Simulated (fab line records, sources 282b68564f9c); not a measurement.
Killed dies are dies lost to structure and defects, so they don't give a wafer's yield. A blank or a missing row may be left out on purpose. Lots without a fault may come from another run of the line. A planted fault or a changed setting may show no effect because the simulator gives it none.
fab line records | flow rit_cmos
record lots=6 wafers=18 last_day=7
route steps=202 shown FOX2@24 NWELL@28 M1@202
lots that met no fault: from a run of the same line without faults
start_h: hours from the record's first day to the start of the lot's first wafer shown | wait_h: hours since the lot's step before | " the same as in the row above | L1.1+2: a row that stands for several wafers | - no value, or no start given | * or withheld: withheld | < > ~ a bound
route shown NAME@n: a module of which the file shows steps, and the number in the route of the first | usual: mean/standard deviation of fault-free wafers | same: alike in all rows | chamber/n: place in a boat | sites: the reading at each site | _std_site: their standard deviation | _edge_site: outer sites' mean less inner sites' | radius_mm: how far each site lies from the wafer's centre | mask NAME#n: copy n | behind: the tool/chamber that last shaped the wafer | hold: why the lot was held/for how many hours/how that ended | device: the transistor (n, p or np) that didn't switch | end of line: the same wafers' tests at the end of the route | a step without rows: its recipe alone | killed: dies lost to structure and defects at the first sort, not the wafer's yield | map: a wafer's dies, x killed, . not, _ none there
set.NAME: the setting as run; set.NAME@STEP: as run at that earlier step | model.NAME: the simulator's own value behind a step, which no gauge read
lots at some steps of the route; a table a step, a row a wafer
services: from which hour (start_h, from the record's first day; less than 0 if before it) a tool's chamber was out of use, for how many hours, and why
## steps
# step RIT_FOX2_THK_MEAS_01
# recipe reads=SiO2_of_FOX2_OXIDATION_00
# usual FOX2_OXIDE_THK=349/5.8
# columns lot.wafer tool chamber start_h wait_h FOX2_OXIDE_THK[nm]
L485.1 film_metro-01 - 20.23 0.0 351
L485.4 " - " " 351
L485.5 " - " " 345
L488.1 film_metro-04 - 38.40 0.0 344
L488.5 " - " " 349
L488.6 " - " " 352
L491.4 film_metro-04 - 53.36 0.0 344
L491.5 " - " " 343
L491.6 " - " " 343
L497.1 film_metro-02 - 79.77 0.0 352
L497.4 " - " " 354
L497.6 " - " " 349
L506.2 film_metro-01 - 123.44 0.0 348
L506.4 " - " " 346
L506.5 " - " " 351
L507.1 film_metro-01 - 129.43 0.0 361
L507.3 " - " " 354
L507.4 " - " " 358
# step RIT_FOX2_CLEAN_02
# recipe chemistry=dHF dilution=50:1 time_s=180
# step RIT_FOX2_WET_ETCH_03
# recipe chemistry=H3PO4 target=Si3N4 target_depth_nm=195 temp_c=165 time_s=2700
# step RIT_FOX2_THK_MEAS_90
# recipe reads=SiO2_of_FOX2_OXIDATION_00
# usual FIELD_OXIDE_LEFT_1_THK=322/5.9
# columns lot.wafer tool chamber start_h wait_h FIELD_OXIDE_LEFT_1_THK[nm]
L485.1 film_metro-01 - 21.18 0.0 323
L485.4 " - " " 324
L485.5 " - " " 318
L488.1 film_metro-02 - 39.28 0.0 316
L488.5 " - " " 322
L488.6 " - " " 324
L491.4 film_metro-04 - 54.23 0.0 316
L491.5 " - " " 315
L491.6 " - " " 315
L497.1 film_metro-04 - 80.65 0.0 324
L497.4 " - " " 327
L497.6 " - " " 321
L506.2 film_metro-04 - 124.32 0.0 321
L506.4 " - " " 319
L506.5 " - " " 323
L507.1 film_metro-04 - 130.37 0.0 334
L507.3 " - " " 327
L507.4 " - " " 330
# step RIT_NWELL_HMDS_00
# recipe prime_time_s=60 prime_temp_c=140
# step RIT_NWELL_COAT_01
# recipe resist=NOVOLAK spin_rpm=2000 resist_thk_nm=1300
# step RIT_NWELL_SOFTBAKE_02
# recipe resist=NOVOLAK temp_c=90 time_s=60
# step RIT_NWELL_EXPOSE_03
# recipe mask_id=M2 na=0.57 target_cd_nm=43900 dose_mj=250
# step RIT_NWELL_PEB_04
# recipe resist=NOVOLAK temp_c=withheld time_s=withheld
# step RIT_NWELL_DEVELOP_05
# recipe resist=NOVOLAK develop_time_s=68 dev_temp_c=23
# step RIT_NWELL_OVL_MEAS_06
# usual NWELL_OVL=-0.5/1.4
# columns lot.wafer tool chamber start_h wait_h NWELL_OVL[nm]
L485.1 overlay-01 - 22.24 - -3.5
L485.4 " - " " -3.4
L485.5 " - " " -2.3
L488.1 overlay-01 - 40.44 - 1.8
L488.5 " - " " 1.1
L488.6 " - " " 2.3
L491.4 overlay-01 - 55.16 - -0.9
L491.5 " - " " 0.5
L491.6 " - " " -2.7
L497.1 overlay-02 - 81.59 - 2.5
L497.4 " - " " 1.6
L497.6 " - " " 3.2
L506.2 overlay-02 - 125.26 - -1.2
L506.4 " - " " -0.2
L506.5 " - " " 0.0
L507.1 overlay-02 - 131.31 - 1.0
L507.3 " - " " -1.2
L507.4 " - " " -0.7
# step RIT_NWELL_HARDBAKE_07
# recipe resist=NOVOLAK temp_c=140 time_s=120
# step RIT_NWELL_IMPLANT_08
# recipe species=P energy_kev=170 dose_cm2=5e+13 tilt_deg=7
# usual beam_energy_keV=170.00/0.048 beam_on_s=9.98/0.19
# columns lot.wafer tool chamber start_h wait_h beam_energy_keV beam_on_s model.implant.rp_nm model.implant.drp_nm
L485.1 implanter-03 0 22.53 0.2 170.02 10.01 220.2 68.82
L485.4 " 0 " " 170.01 10.02 220.2 68.82
L485.5 " 0 " " 170.07 10.00 220.2 68.82
L488.1 implanter-04 0 40.73 0.2 170.09 10.35 221.2 68.82
L488.5 " 0 " " 169.99 10.36 221.2 68.82
L488.6 " 0 " " 170.07 9.86 221.2 68.82
L491.4 implanter-02 0 55.51 0.2 170.01 10.11 213.9 68.82
L491.5 " 0 " " 169.98 9.85 213.9 68.82
L491.6 " 0 " " 169.97 9.78 213.9 68.82
L497.1 implanter-03 0 81.88 0.2 169.97 10.11 214.4 68.82
L497.4 " 0 " " 170.07 9.96 214.4 68.82
L497.6 " 0 " " 169.99 10.43 214.4 68.82
L506.2 implanter-04 0 125.56 0.2 182.41 9.73 225.9 72.5
L506.4 " 0 " " 182.42 9.84 225.9 72.5
L506.5 " 0 " " 182.30 9.98 225.9 72.5
L507.1 implanter-04 0 131.60 0.2 182.37 10.19 236.7 72.5
L507.3 " 0 " " 182.33 10.04 236.7 72.5
L507.4 " 0 " " 182.34 10.22 236.7 72.5
# step RIT_NWELL_STRIP_09
# recipe chemistry=O2 time_s=180 resist=NOVOLAK platen_temp_c=withheld power_w=500 pressure_mtorr=4000 o2_flow_sccm=4000
# usual drypump_motor_current_A=5.9/0.65
# columns lot.wafer tool chamber start_h wait_h drypump_motor_current_A rf_hours_counter_h
L485.1 plasma_asher-03 1 22.68 0.1 6.2 38
L485.4 " 1 " " 6.2 -
L485.5 " 1 " " 6.2 -
L488.1 plasma_asher-02 1 40.88 0.1 5.0 38
L488.5 " 0 " " 5.3 -
L488.6 " 1 " " 4.9 -
L491.4 plasma_asher-02 0 55.64 0.1 5.3 -
L491.5 " 1 " " 5.0 -
L491.6 " 0 " " 5.3 -
L497.1 plasma_asher-01 1 82.03 0.1 6.4 44
L497.4 " 1 " " 6.4 -
L497.6 " 0 " " 6.3 -
L506.2 plasma_asher-03 0 125.69 0.1 6.6 48
L506.4 " 1 " " 6.2 -
L506.5 " 1 " " 6.2 -
L507.1 plasma_asher-03 0 131.75 0.1 6.6 48
L507.3 " 1 " " 6.2 -
L507.4 " 0 " " 6.6 -
# step RIT_M1_PROBE_99
# usual killed_at_M0_to_M3=0.0/0.14 killed_at_front_end=7/3 killed_dies=8/3 killed_open=3.7/2 killed_short=3.8/2.1
# same gross_dies=264 killed_at_M4_up=0 killed_at_back_side=0 killed_at_contacts=0 killed_at_other=0
# columns lot.wafer tool chamber start_h wait_h killed_at_M0_to_M3 killed_at_front_end killed_dies killed_open killed_short model.etest.field_p_metal.vt_v model.etest.field_p.vt_v model.etest.iso_nwell_nwell.bv_v model.etest.pmos_narrow.vt_less_v
L485.1 prober-01 - 64.45 0.1 0 6 6 1 5 -30.64 -13.14 22.06 0.01847
L485.4 prober-01 - 64.60 0.2 0 2 2 0 2 -30.19 -13.17 22.22 0.01726
L485.5 prober-01 - 64.65 0.2 0 8 8 6 2 -31.09 -13.19 22.25 0.01747
L488.1 prober-02 - 81.45 0.1 0 7 7 1 6 -30.76 -13.29 21.68 0.01928
L488.5 prober-02 - 81.65 0.2 0 9 9 3 6 -31.61 -13.24 21.96 0.02371
L488.6 prober-02 - 81.70 0.2 0 7 7 3 4 -30.74 -13.18 21.99 0.01598
L491.4 prober-01 - 92.00 0.2 1 6 7 3 4 -30.58 -12.78 21.99 0.02317
L491.5 prober-01 - 92.05 0.2 0 8 8 4 4 -30.11 -12.77 21.93 0.02093
L491.6 prober-01 - 92.10 0.2 0 6 6 5 1 -30.22 -12.84 21.78 0.021
L497.1 prober-01 - 118.25 0.1 0 8 8 4 4 -29.88 -12.82 22.07 0.02054
L497.4 prober-01 - 118.40 0.2 0 11 11 6 5 -30.09 -12.82 22.25 0.01759
L497.6 prober-01 - 118.50 0.2 0 17 17 7 10 -30 -12.84 22.34 0.02166
L506.2 prober-02 - 161.03 0.1 0 4 4 2 2 -30.47 -13.68 21.77 0.01896
L506.4 prober-02 - 161.13 0.2 0 3 3 1 2 -31.03 -13.63 22.07 0.01773
L506.5 prober-02 - 161.18 0.2 0 3 3 1 2 -30.64 -13.6 21.91 0.01811
L507.1 prober-01 - 166.93 0.1 0 6 6 4 2 -31.44 -14.48 21.73 0.01998
L507.3 prober-01 - 167.03 0.2 0 10 10 5 5 -33.62 -14.52 21.77 0.01737
L507.4 prober-01 - 167.08 0.2 0 7 7 4 3 -33.18 -14.52 21.39 0.01783
# killed by level:class
L485.1 SPACER:geometric_particle:short=2 SILICIDE:geometric_particle:short=2 FOX1:geometric_particle:short=1 SPACER:geometric_particle:open=1
L485.4 FOX1:geometric_particle:short=1 REOX:geometric_particle:short=1
L485.5 FOX1:geometric_particle:open=2 GATE:geometric_particle:open=2 FOX2:geometric_particle:open=1 GATE:geometric_particle:short=1 REOX:geometric_particle:open=1 SPACER:geometric_particle:short=1
L488.1 FOX1:geometric_particle:short=4 FOX1:geometric_particle:open=1 GATE:geometric_particle:short=1 REOX:geometric_particle:short=1
L488.5 FOX1:geometric_particle:short=3 FOX1:geometric_particle:open=2 ACTIVE:geometric_particle:short=1 GATE:geometric_particle:short=1 REOX:geometric_particle:open=1 REOX:geometric_particle:short=1
L488.6 GATE:geometric_particle:short=3 SILICIDE:geometric_particle:open=2 GATE:geometric_particle:open=1 SILICIDE:geometric_particle:short=1
L491.4 FOX2:geometric_particle:short=2 FOX2:geometric_particle:open=1 GATE:geometric_particle:open=1 REOX:geometric_particle:short=1 SILICIDE:geometric_particle:open=1 M1:geometric_particle:short=1
L491.5 FOX1:geometric_particle:short=2 FOX2:geometric_particle:open=2 GATE:geometric_particle:short=1 REOX:geometric_particle:short=1 REOX:geometric_particle:open=1 SILICIDE:geometric_particle:open=1
L491.6 REOX:geometric_particle:open=3 FOX2:geometric_particle:open=1 SPACER:geometric_particle:open=1 SILICIDE:geometric_particle:short=1
L497.1 GATE:geometric_particle:short=2 REOX:geometric_particle:open=2 FOX2:geometric_particle:short=1 GATE:geometric_particle:open=1 SPACER:geometric_particle:short=1 SPACER:geometric_particle:open=1
L497.4 GATE:geometric_particle:short=3 REOX:geometric_particle:open=3 GATE:geometric_particle:open=2 REOX:geometric_particle:short=2 FOX2:geometric_particle:open=1
L497.6 GATE:geometric_particle:open=3 REOX:geometric_particle:open=3 REOX:geometric_particle:short=3 FOX2:geometric_particle:short=2 GATE:geometric_particle:short=2 SPACER:geometric_particle:short=2 FOX1:geometric_particle:short=1 FOX2:geometric_particle:open=1
L506.2 FOX1:geometric_particle:short=1 GATE:geometric_particle:short=1 GATE:geometric_particle:open=1 SPACER:geometric_particle:open=1
L506.4 FOX1:geometric_particle:short=1 REOX:geometric_particle:open=1 SILICIDE:geometric_particle:short=1
L506.5 FOX1:geometric_particle:short=1 GATE:geometric_particle:open=1 GATE:geometric_particle:short=1
L507.1 FOX1:geometric_particle:short=1 FOX1:geometric_particle:open=1 FOX2:geometric_particle:open=1 GATE:geometric_particle:short=1 GATE:geometric_particle:open=1 SILICIDE:geometric_particle:open=1
L507.3 FOX1:geometric_particle:open=3 GATE:geometric_particle:short=3 SPACER:geometric_particle:open=2 FOX1:geometric_particle:short=1 SPACER:geometric_particle:short=1
L507.4 FOX2:geometric_particle:open=3 REOX:geometric_particle:short=2 ACTIVE:geometric_particle:open=1 FOX2:geometric_particle:short=1
## services
# columns tool chamber start_h hours kind
implanter-03 - 13.94 2.7 repair
implanter-04 - 20.40 2.3 repair
plasma_asher-03 - 53.22 1.4 repair
implanter-04 - 59.87 5.8 repair
implanter-02 - 61.10 4.6 pm
implanter-04 - 100.21 4.5 repair
plasma_asher-01 - 108.75 9.0 pm
plasma_asher-01 0 108.75 9.0 vent_cycle
plasma_asher-01 1 108.75 9.0 vent_cycle
plasma_asher-03 - 116.76 2.8 pm
plasma_asher-01 0 117.75 - clean
plasma_asher-01 1 117.75 - clean
## key
first_sign step=RIT_NWELL_IMPLANT_08 reading=beam_energy_keV direction=up sigmas=99+ usual=170.00 struck=182.36
effect none on later readings
model_effect step=RIT_NWELL_IMPLANT_08 value=implant.rp_nm without=215.2 struck=231.3
model_effect step=RIT_M1_PROBE_99 value=etest.field_p_metal.vt_v without=-28.9 struck=-31.73
met_at RIT_NWELL_IMPLANT_08
struck_wafers L506.2,L506.4,L506.5,L507.1,L507.3,L507.4
tester_left_out L506,L507
onset_between 40.73 125.56
fault kind=process_parameter_drift tool=implanter-04 chamber=- onset_h=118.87 steps=RIT_NWELL_IMPLANT_08 channel=energy_kev offset=12.347 shape=step end_h=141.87 acts_in=these_recipes_only stated=170
# tester_left_out: of these lots the tester's yield and bins aren't shown, on N5 and GAA mostly nor the transistor test; their killed dies are dies lost to structure and defects alone, not to doping, threshold or leakage, so they don't give the yield
